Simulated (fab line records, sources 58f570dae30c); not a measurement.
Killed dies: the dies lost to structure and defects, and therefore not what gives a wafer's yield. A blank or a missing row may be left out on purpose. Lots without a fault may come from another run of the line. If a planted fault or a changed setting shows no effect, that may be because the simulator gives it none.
Which tool did it? | flow berkeley-cmos170 | Sampling: 14 lots, 42 wafers, 6 of 331 route steps

WHAT EACH GAUGE READ, for each wafer
UCB170_M1_THK_MEAS_02: measures by xrf. Usual: for M1_AL_THK the level is 601 nm and the standard deviation is 8.2.
lot  | measured     | on            | M1_AL_THK (nm) | flag
L418 | day 6 17:35  | film-metro-04 | 602 596 603    |
L420 | day 7 03:10  | film-metro-04 | 599 611 604    |
L419 | day 7 03:41  | film-metro-02 | 601 610 613    |
L422 | day 7 07:12  | film-metro-03 | 605 605 600    |
L423 | day 7 07:46  | film-metro-02 | 607 619 615    |
L421 | day 7 09:04  | film-metro-03 | 594 606 604    |
L429 | day 9 09:47  | film-metro-03 | 594 585 586    |
L430 | day 10 01:12 | film-metro-04 | 596 597 601    |
L433 | day 10 18:14 | film-metro-04 | 600 603 606    |
L436 | day 11 00:35 | film-metro-02 | 584 591 598    |
L434 | day 11 00:49 | film-metro-03 | 599 602 603    |
L438 | day 11 18:30 | film-metro-04 | 603 602 594    |
L439 | day 11 18:59 | film-metro-02 | 597 593 603    |
L440 | day 11 19:16 | film-metro-03 | 604 603 606    |

UCB170_M1_CD_MEAS_90: target cd 700 nm. Usual: cd-nm reads 701 nm (standard deviation 4.3).
lot  | measured     | on        | cd-nm (nm)  | flag
L418 | day 6 19:24  | cd-sem-01 | 698 700 699 |
L420 | day 7 04:40  | cd-sem-02 | 705 698 711 |
L419 | day 7 05:10  | cd-sem-01 | 699 703 702 |
L422 | day 7 08:45  | cd-sem-02 | 710 708 709 |
L423 | day 7 09:14  | cd-sem-02 | 695 693 694 |
L421 | day 7 10:35  | cd-sem-01 | 706 698 696 |
L429 | day 9 12:11  | cd-sem-02 | 699 697 696 |
L430 | day 10 02:56 | cd-sem-01 | 711 712 703 |
L433 | day 10 19:42 | cd-sem-01 | 704 695 695 |
L436 | day 11 01:59 | cd-sem-01 | 702 697 700 |
L434 | day 11 02:17 | cd-sem-01 | 702 699 702 |
L438 | day 11 21:24 | cd-sem-01 | 696 703 703 |
L439 | day 11 22:00 | cd-sem-01 | 698 697 698 |
L440 | day 11 22:24 | cd-sem-01 | 701 699 697 |

UCB170_V1_THK_MEAS_01. Usual: for V1_TEOS_THK the level is 2015 nm and the standard deviation is 30.
lot  | measured     | on            | V1_TEOS_THK (nm) | flag
L418 | day 6 23:50  | film-metro-03 | 2054 2066 2050   |
L420 | day 7 10:43  | film-metro-02 | 1956 2011 1996   |
L419 | day 7 10:49  | film-metro-03 | 2034 2050 2032   |
L422 | day 7 10:52  | film-metro-01 | 1955 2009 2034   |
L423 | day 7 15:59  | film-metro-03 | 1977 1982 2010   |
L421 | day 7 16:04  | film-metro-01 | 2003 2017 2062   |
L429 | day 9 17:38  | film-metro-01 | 2000 1999 2055   |
L430 | day 10 07:32 | film-metro-02 | 2024 1998 2016   |
L433 | day 11 03:44 | film-metro-02 | 1977 2026 2010   |
L436 | day 11 03:45 | film-metro-03 | 1996 2035 2035   |
L434 | day 11 11:59 | film-metro-01 | 1988 1977 2010   |
L438 | day 12 01:04 | film-metro-01 | 2002 1996 1995   |
L439 | day 12 01:08 | film-metro-03 | 1998 2027 2021   |
L440 | day 12 01:14 | film-metro-02 | 1969 2021 2000   |

UCB170_M2_RS_MEAS_02: the measuring method here is four-point-probe. Usual: for M2_AL_RS the level is 0.0322 ohm/sq and the standard deviation is 0.00042.
lot  | measured     | on            | M2_AL_RS (ohm/sq)    | flag
L418 | day 7 02:35  | film-metro-03 | 0.0315 0.0316 0.0314 |
L420 | day 7 12:59  | film-metro-01 | 0.0322 0.0322 0.0319 |
L419 | day 7 13:26  | film-metro-04 | 0.0322 0.0321 0.0324 |
L422 | day 7 13:34  | film-metro-03 | 0.0319 0.0320 0.0324 |
L423 | day 7 18:38  | film-metro-04 | 0.0325 0.0322 0.0321 |
L421 | day 7 18:55  | film-metro-03 | 0.0318 0.0314 0.0316 |
L429 | day 9 20:19  | film-metro-01 | 0.0450 0.0452 0.0457 | OFF
L430 | day 10 10:46 | film-metro-01 | 0.0442 0.0455 0.0459 | OFF
L433 | day 11 07:28 | film-metro-01 | 0.0320 0.0319 0.0321 |
L436 | day 11 07:37 | film-metro-04 | 0.0329 0.0325 0.0329 |
L434 | day 11 17:50 | film-metro-04 | 0.0326 0.0317 0.0324 |
L438 | day 12 05:19 | film-metro-04 | 0.0325 0.0318 0.0327 |
L439 | day 12 05:41 | film-metro-04 | 0.0315 0.0324 0.0316 |
L440 | day 12 05:29 | film-metro-03 | 0.0318 0.0320 0.0320 |

UCB170_M2_THK_MEAS_03: measures by xrf. Usual: for M2_AL_THK the level is 898 nm and the standard deviation is 12.
lot  | measured     | on            | M2_AL_THK (nm) | flag
L418 | day 7 02:41  | film-metro-03 | 910 912 911    |
L420 | day 7 13:06  | film-metro-01 | 898 900 908    |
L419 | day 7 13:32  | film-metro-04 | 898 906 894    |
L422 | day 7 13:41  | film-metro-03 | 898 897 886    |
L423 | day 7 18:45  | film-metro-04 | 894 900 909    |
L421 | day 7 19:02  | film-metro-03 | 900 919 910    |
L429 | day 9 20:26  | film-metro-01 | 648 645 638    | OFF
L430 | day 10 10:52 | film-metro-01 | 658 638 632    | OFF
L433 | day 11 07:35 | film-metro-01 | 903 907 901    |
L436 | day 11 07:43 | film-metro-04 | 877 890 884    |
L434 | day 11 17:56 | film-metro-04 | 882 915 882    |
L438 | day 12 05:26 | film-metro-04 | 889 908 890    |
L439 | day 12 05:48 | film-metro-04 | 923 890 924    |
L440 | day 12 05:35 | film-metro-03 | 900 898 897    |

WHICH TOOL RAN EACH LOT (tool, then ch and the chambers of the sampled wafers, then the start)
lot  | UCB170_M2_SPUTTER_01
L418 | pvd-sputter-01, day 7 02:28
L420 | pvd-sputter-03, day 7 12:53
L419 | pvd-sputter-04, day 7 13:19
L422 | pvd-sputter-01, day 7 13:29
L423 | pvd-sputter-03, day 7 18:33
L421 | pvd-sputter-04, day 7 18:49
L429 | pvd-sputter-04, day 9 20:13
L430 | pvd-sputter-04, day 10 10:37
L433 | pvd-sputter-03, day 11 07:23
L436 | pvd-sputter-01, day 11 07:30
L434 | pvd-sputter-01, day 11 17:44
L438 | pvd-sputter-01, day 12 05:14
L439 | pvd-sputter-01, day 12 05:35
L440 | pvd-sputter-03, day 12 05:21
- UCB170_M2_SPUTTER_01: material Al, target thk 900 nm, time 120 s.

WHAT THE TOOLS THEMSELVES READ (means of the sampled wafers that have a number; where no wafer has one, the mark that the record gives instead)
UCB170_M2_SPUTTER_01. Usual: throttle-valve-pct reads 30.0 % (standard deviation 1.2).
lot  | tool           | throttle-valve-pct (%) | flag
L418 | pvd-sputter-01 | 30.4                   |
L420 | pvd-sputter-03 | 29.6                   |
L419 | pvd-sputter-04 | 30.1                   |
L422 | pvd-sputter-01 | 30.2                   |
L423 | pvd-sputter-03 | 31.4                   |
L421 | pvd-sputter-04 | 29.7                   |
L429 | pvd-sputter-04 | 30.1                   |
L430 | pvd-sputter-04 | 30.0                   |
L433 | pvd-sputter-03 | 29.5                   |
L436 | pvd-sputter-01 | 29.7                   |
L434 | pvd-sputter-01 | 29.9                   |
L438 | pvd-sputter-01 | 29.8                   |
L439 | pvd-sputter-01 | 29.0                   |
L440 | pvd-sputter-03 | 30.0                   |

THE ANSWER, worked out from the rows above alone
Rule: a lot counts as off when the mean over its wafers that have a number is more than 3 standard deviations away from the usual mean. A lot without any number at a reading at which 4 lots or more have one is off too. Any other lot the step has rows for is counted as sound. The gauges are gone through in route order, then the tools' own readings, and for those a lot's mean is taken as printed above. At the first step where some lot is off, the reading lying furthest off is the one used; lots without a number count as furthest.
Off: at UCB170_M2_RS_MEAS_02 (M2_AL_RS), L429, L430.
A tool fits if, at a process step before that reading, it ran every lot that is off, and no sound lot after the first of them. The gauges at UCB170_M2_RS_MEAS_02 are tried like those tools. One fits: pvd-sputter-04 at UCB170_M2_SPUTTER_01. Its last sound lot is L421 (day 7 18:49), its first lot that is off L429 (day 9 20:13): a fault that began between those two fits.

WHAT HAD BEEN PUT IN BY THE SIMULATOR
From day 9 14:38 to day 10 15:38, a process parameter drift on pvd-sputter-04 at UCB170_M2_SPUTTER_01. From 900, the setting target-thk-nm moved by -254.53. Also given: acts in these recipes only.
Lots struck among those shown: L429, L430. The rule above found the same.
